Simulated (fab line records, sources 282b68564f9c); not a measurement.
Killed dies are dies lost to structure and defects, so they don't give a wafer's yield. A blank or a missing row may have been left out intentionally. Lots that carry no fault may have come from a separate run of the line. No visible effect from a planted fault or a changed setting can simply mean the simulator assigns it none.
fab line records | flow rit_cmos
record: lots: 14 | wafers: 42 | last_day: 7
route steps=202 shown GATE@81
lots that met no fault: from a run of the same line without faults
start_h: hours from the record's opening day to when the first of the lot's shown wafers began | wait_h: hours since the lot's step before | " unchanged from the row above | L1.1+2: one row covering several wafers at once | - no value present, or no start provided | * or withheld: withheld | < > ~ a bound
route shown NAME@n: names a module that has steps shown in the file, with the first one's number in the route | usual: mean/standard deviation taken from wafers without a fault | same: alike in all rows | chamber/n: place in a boat | sites: per-site readings | _std_site: standard deviation of those values | _edge_site: the outer-site mean with the inner-site mean subtracted | radius_mm: for every site, how far away it sits from the centre of the wafer | mask NAME#n: copy n | behind: tool/chamber where the wafer was last shaped | hold: reason for holding the lot/hours on hold/outcome of the hold | device: whichever transistor did not switch (one of n, p or np) | end of line: tests run on the same wafers once the route is complete | where a step has no rows: the recipe by itself | killed: at the first sort, the dies lost to defects and structure; wafer yield is something else | map: a wafer's dies, x killed, . not, _ none there
set.NAME: the run value of the setting; set.NAME@STEP: its run value at that earlier step | model.NAME: the simulator's own value behind a step, which no gauge read
steps of the route over a sample of lots; a table a step, a row a wafer
services: the hour from which a tool's chamber was out of use, counted from the record's first day as start_h (under 0 if before that day), plus the number of hours and why
== steps ==
step: RIT_GATE_OXIDATION_05
recipe: temp_c: 900 | ambient: O2 | target_thk_a: 30 | ox_time_s: 270
usual: ox_temp_c: 900.0/0.4 | ox_temp_c_max: 905.8/2.2
lot.wafer | tool       | chamber | start_h | wait_h | ox_temp_c | ox_temp_c_max
L636.2    | furnace-03 | 0       | 33.53   | 0.2    | 899.7     | 910.8
L636.3    | "          | 0       | "       | "      | 899.3     | 907.9
L636.6    | "          | 0       | "       | "      | 899.9     | 910.5
L640.2    | furnace-04 | 0       | 53.35   | 0.0    | 900.7     | 906.8
L640.3    | "          | 0       | "       | "      | 899.6     | 904.6
L640.6    | "          | 0       | "       | "      | 900.0     | 906.2
L642.3    | furnace-01 | 0       | 70.04   | 0.0    | 900.5     | 903.2
L642.4    | "          | 0       | "       | "      | 900.3     | 903.0
L642.6    | "          | 0       | "       | "      | 899.6     | 902.9
L643.2    | furnace-04 | 0       | 71.84   | 0.7    | 900.0     | 905.3
L643.5    | "          | 0       | "       | "      | 901.0     | 906.6
L643.6    | "          | 0       | "       | "      | 900.6     | 907.4
L644.1    | furnace-01 | -       | 75.53   | 0.1    | -         | -
L644.4    | "          | -       | "       | "      | -         | -
L644.6    | "          | -       | "       | "      | -         | -
L645.4    | furnace-01 | -       | 80.47   | 1.6    | -         | -
L645.5    | "          | -       | "       | "      | -         | -
L645.6    | "          | -       | "       | "      | -         | -
L651.2    | furnace-04 | 0       | 107.05  | 0.2    | 900.3     | 906.9
L651.3    | "          | 0       | "       | "      | 899.4     | 904.3
L651.6    | "          | 0       | "       | "      | 899.6     | 905.9
L652.1    | furnace-01 | 0       | 111.52  | 0.1    | 899.7     | 902.5
L652.2    | "          | 0       | "       | "      | 899.9     | 902.1
L652.5    | "          | 0       | "       | "      | 900.1     | 903.7
L653.1    | furnace-03 | 0       | 117.90  | 0.1    | 900.5     | 906.8
L653.4    | "          | 0       | "       | "      | 899.4     | 907.3
L653.6    | "          | 0       | "       | "      | 900.2     | 908.3
L654.2    | furnace-04 | 0       | 124.13  | 0.0    | 900.3     | 905.8
L654.3    | "          | 0       | "       | "      | 899.6     | 905.4
L654.5    | "          | 0       | "       | "      | 900.3     | 907.7
L655.1    | furnace-03 | 0       | 128.00  | 0.1    | 900.3     | 907.9
L655.3    | "          | 0       | "       | "      | 900.1     | 911.5
L655.6    | "          | 0       | "       | "      | 900.2     | 906.9
L657.4    | furnace-01 | 0       | 137.59  | 0.0    | 900.0     | 902.4
L657.5    | "          | 0       | "       | "      | 899.8     | 902.3
L657.6    | "          | 0       | "       | "      | 900.0     | 902.3
L658.1    | furnace-03 | 0       | 144.09  | 0.1    | 900.2     | 906.8
L658.3    | "          | 0       | "       | "      | 899.8     | 910.3
L658.6    | "          | 0       | "       | "      | 900.3     | 910.4
L659.2    | furnace-01 | 0       | 147.71  | 0.0    | 900.0     | 902.5
L659.3    | "          | 0       | "       | "      | 899.8     | 902.6
L659.4    | "          | 0       | "       | "      | 900.2     | 903.4
== services ==
tool       | chamber | start_h | hours | kind
furnace-04 | -       | 20.58   | 4.8   | pm
== key ==
first_sign: step: RIT_GATE_OXIDATION_05 | reading: tool_record | direction: missing
effect none on later readings
met_at RIT_GATE_OXIDATION_05
struck_lots L644,L645
later_rows_left_out L644.1,L644.4,L644.6,L645.4,L645.5,L645.6
sort_left_out L644.1,L644.4,L644.6,L645.4,L645.5,L645.6
tester_left_out L644,L645
onset_between 70.04 75.53
fault: kind: skipped_step_whole | tool: furnace-01 | chamber: - | onset_h: 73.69 | steps: RIT_GATE_OXIDATION_05 | scope: struck_lots_only
tester_left_out: of these lots the tester's yield and bins aren't shown, on N5 and GAA mostly nor the transistor test; their killed dies are dies lost to structure and defects alone, not to doping, threshold or leakage, so they don't give the yield
sort_left_out: the simulated sort isn't trusted on such a fault, so these wafers' sort isn't shown, and their yield isn't known
later_rows_left_out: the simulator's readings of these wafers behind a module that went badly wrong aren't trusted and aren't shown, but for the sort
